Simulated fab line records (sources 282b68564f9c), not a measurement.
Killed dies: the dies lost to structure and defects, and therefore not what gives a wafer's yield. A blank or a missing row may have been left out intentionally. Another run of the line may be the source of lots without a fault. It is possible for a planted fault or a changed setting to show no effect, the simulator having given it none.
Which tool did it?    flow rit_cmos    7 lots, 21 wafers sampled, at 2 steps of a route of 202

== WHAT THE GAUGES SHOWED, per wafer ==
RIT_GATE_THK_MEAS_07.
lot   measured     on             GATE_OXIDE_THK (nm)
L420  day 2 19:38  film_metro-04  3.08 3.08 3.03
L424  day 3 15:39  film_metro-04  3.07 2.93 3.02
L426  day 4 07:36  film_metro-03  3.07 3.03 2.95
L428  day 4 11:45  film_metro-04  2.92 2.91 3.00
L430  day 4 23:17  film_metro-04  3.03 2.88 2.99
L433  day 5 11:58  film_metro-02  3.04 3.03 3.06
L436  day 6 03:16  film_metro-04  4.88 4.78 4.82

== TOOL THAT RAN EACH LOT (tool first, then ch and the chambers of the sampled wafers, then the start) ==
lot   RIT_GATE_OXIDATION_05
L420  furnace-03 ch 0, day 2 15:49
L424  furnace-01 ch 0, day 3 12:23
L426  furnace-01 ch 0, day 4 03:18
L428  furnace-04 ch 0, day 4 10:26
L430  furnace-04 ch 0, day 4 20:38
L433  furnace-01 ch 0, day 5 09:50
L436  furnace-04 ch 0, day 6 00:09
- RIT_GATE_OXIDATION_05: target thk 3 nm, ox time 270 s.

== THE ANSWER, worked out from the rows above alone ==
Rule: usual is defined by the lots themselves. Put in order of their means at a reading, lots are off if they are a third of the lots or fewer, leave a main group of 4 or more, and stand apart from it by a gap of 3 or more times the standard deviation of the main group's means; of several such gaps the widest counts. If all means in a main group match to the digits the tables above print for the reading, that group is not used. A lot without any number at a reading at which 4 lots or more have one is off too. Where the step has rows for the other lots, those lots are counted as sound.
Off: L436, seen at RIT_GATE_THK_MEAS_07 (GATE_OXIDE_THK). Main group: mean 3.01 nm, sd 0.041.
A tool fits if, at a process step before that reading, it ran every lot that is off, and no sound lot after the first of them. The gauges at RIT_GATE_THK_MEAS_07 are tried like those tools. This does not decide it: 2 tools fit, namely furnace-04 at RIT_GATE_OXIDATION_05 and film_metro-04 at RIT_GATE_THK_MEAS_07.

== WHAT THE SIMULATOR HAD INSERTED ==
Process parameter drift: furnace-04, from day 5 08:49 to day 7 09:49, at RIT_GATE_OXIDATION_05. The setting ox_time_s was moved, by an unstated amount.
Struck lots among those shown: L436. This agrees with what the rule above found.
